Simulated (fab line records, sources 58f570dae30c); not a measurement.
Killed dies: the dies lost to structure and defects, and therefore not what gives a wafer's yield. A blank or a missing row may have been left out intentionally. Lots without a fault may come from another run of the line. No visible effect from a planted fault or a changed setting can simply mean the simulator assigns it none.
Tool commonality check + flow berkeley_cmos170 + Sample size 16 lots and 48 wafers

REASON IT WAS OPENED
At UCB170_SCREENOX_THK_MEAS_02 the reading SCREENOX_OXIDE_THK is flagged on 4 of 16 lots. Wafers without a fault read 14.42 nm, standard deviation 0.27.
Rule: flag the lot when none of its wafers has a number, or when each of its wafers that has one lies beyond 4 standard deviations from that mean. All remaining lots are regarded as sound.

| lot  | measured     | on            | SCREENOX_OXIDE_THK (nm), wafer by wafer | flag    |
|------|--------------|---------------|-----------------------------------------|---------|
| L810 | day 7 04:14  | film_metro-01 | 14.31 14.17 14.03                       |         |
| L811 | day 7 12:35  | film_metro-03 | 14.47 14.49 14.49                       |         |
| L819 | day 9 06:03  | film_metro-04 | 6.13 6.37 6.20                          | FLAGGED |
| L818 | day 9 06:04  | film_metro-01 | 6.06 6.46 6.24                          | FLAGGED |
| L821 | day 9 06:07  | film_metro-01 | 6.36 6.34 6.45                          | FLAGGED |
| L820 | day 9 06:08  | film_metro-04 | 6.31 6.13 6.24                          | FLAGGED |
| L823 | day 9 16:55  | film_metro-01 | 14.46 14.55 14.50                       |         |
| L825 | day 9 16:56  | film_metro-03 | 14.30 14.56 14.29                       |         |
| L824 | day 9 16:56  | film_metro-04 | 15.00 14.81 15.15                       |         |
| L822 | day 9 16:59  | film_metro-03 | 14.24 14.33 14.24                       |         |
| L826 | day 10 06:02 | film_metro-04 | 14.38 14.49 14.51                       |         |
| L828 | day 10 06:02 | film_metro-01 | 14.32 14.27 14.30                       |         |
| L830 | day 10 14:56 | film_metro-04 | 14.43 14.36 14.38                       |         |
| L831 | day 10 22:37 | film_metro-04 | 14.47 14.57 14.60                       |         |
| L832 | day 11 11:05 | film_metro-04 | 14.21 14.14 14.38                       |         |
| L833 | day 11 11:05 | film_metro-01 | 14.94 14.84 14.70                       |         |
The mean of the flagged lots' numbers is 6.27 nm, -8.15 nm from the usual (-30 standard deviations).

LOT BY LOT: THE TOOL USED
The record holds 1 process step before the reading, out of a route of 331 steps. Each cell gives the tool, then ch followed by the chambers the sampled wafers passed through, then the start.
| lot  | flag    | UCB170_SCREENOX_OXIDATION_01  |
|------|---------|-------------------------------|
| L810 |         | furnace-04 ch 0, day 7 02:31  |
| L811 |         | furnace-04 ch 0, day 7 10:51  |
| L819 | FLAGGED | furnace-04 ch 0, day 9 04:23  |
| L818 | FLAGGED | furnace-04 ch 0, day 9 04:23  |
| L821 | FLAGGED | furnace-04 ch 0, day 9 04:23  |
| L820 | FLAGGED | furnace-04 ch 0, day 9 04:23  |
| L823 |         | furnace-01 ch 0, day 9 15:16  |
| L825 |         | furnace-01 ch 0, day 9 15:16  |
| L824 |         | furnace-01 ch 0, day 9 15:16  |
| L822 |         | furnace-01 ch 0, day 9 15:16  |
| L826 |         | furnace-02 ch 0, day 10 04:22 |
| L828 |         | furnace-02 ch 0, day 10 04:22 |
| L830 |         | furnace-02 ch 0, day 10 13:11 |
| L831 |         | furnace-02 ch 0, day 10 20:56 |
| L832 |         | furnace-01 ch 0, day 11 09:25 |
| L833 |         | furnace-01 ch 0, day 11 09:25 |
What the steps here do:
- UCB170_SCREENOX_OXIDATION_01: target thk 14.4 nm, ox time 2400 s.
- UCB170_SCREENOX_THK_MEAS_02

FLAGGED OVER TOTAL, TOOL BY TOOL (the gauges that took the reading come last)
| step                         | tool          | lots run | flagged | share of the flagged lots | sound lots run after its first flagged lot |
|------------------------------|---------------|----------|---------|---------------------------|--------------------------------------------|
| UCB170_SCREENOX_OXIDATION_01 | furnace-01    | 6        | 0       | none                      | -                                          |
| UCB170_SCREENOX_OXIDATION_01 | furnace-02    | 4        | 0       | none                      | -                                          |
| UCB170_SCREENOX_OXIDATION_01 | furnace-04    | 6        | 4       | all                       | 0                                          |
| UCB170_SCREENOX_THK_MEAS_02  | film_metro-01 | 6        | 2       | some                      | 3 (L823,L828,L833)                         |
| UCB170_SCREENOX_THK_MEAS_02  | film_metro-03 | 3        | 0       | none                      | -                                          |
| UCB170_SCREENOX_THK_MEAS_02  | film_metro-04 | 7        | 2       | some                      | 5 (L824,L826,L830,L831,L832)               |

WHAT THE TABLE ALLOWS
In the table, 1 row covers all flagged lots: furnace-04 at UCB170_SCREENOX_OXIDATION_01.
- furnace-04 at UCB170_SCREENOX_OXIDATION_01 ran 6 lots, 4 of them flagged. A fault beginning between L811 (day 7 10:51), its last sound lot, and L818 (day 9 04:23), its first flagged one, fits the data.
Left over: one tool, furnace-04 at UCB170_SCREENOX_OXIDATION_01.

WHAT HAD BEEN PUT IN BY THE SIMULATOR
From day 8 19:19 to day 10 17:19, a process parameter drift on furnace-04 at UCB170_SCREENOX_OXIDATION_01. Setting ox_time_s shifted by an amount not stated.
Struck lots among those shown: L819, L818, L821, L820. The same result came from the rule above.
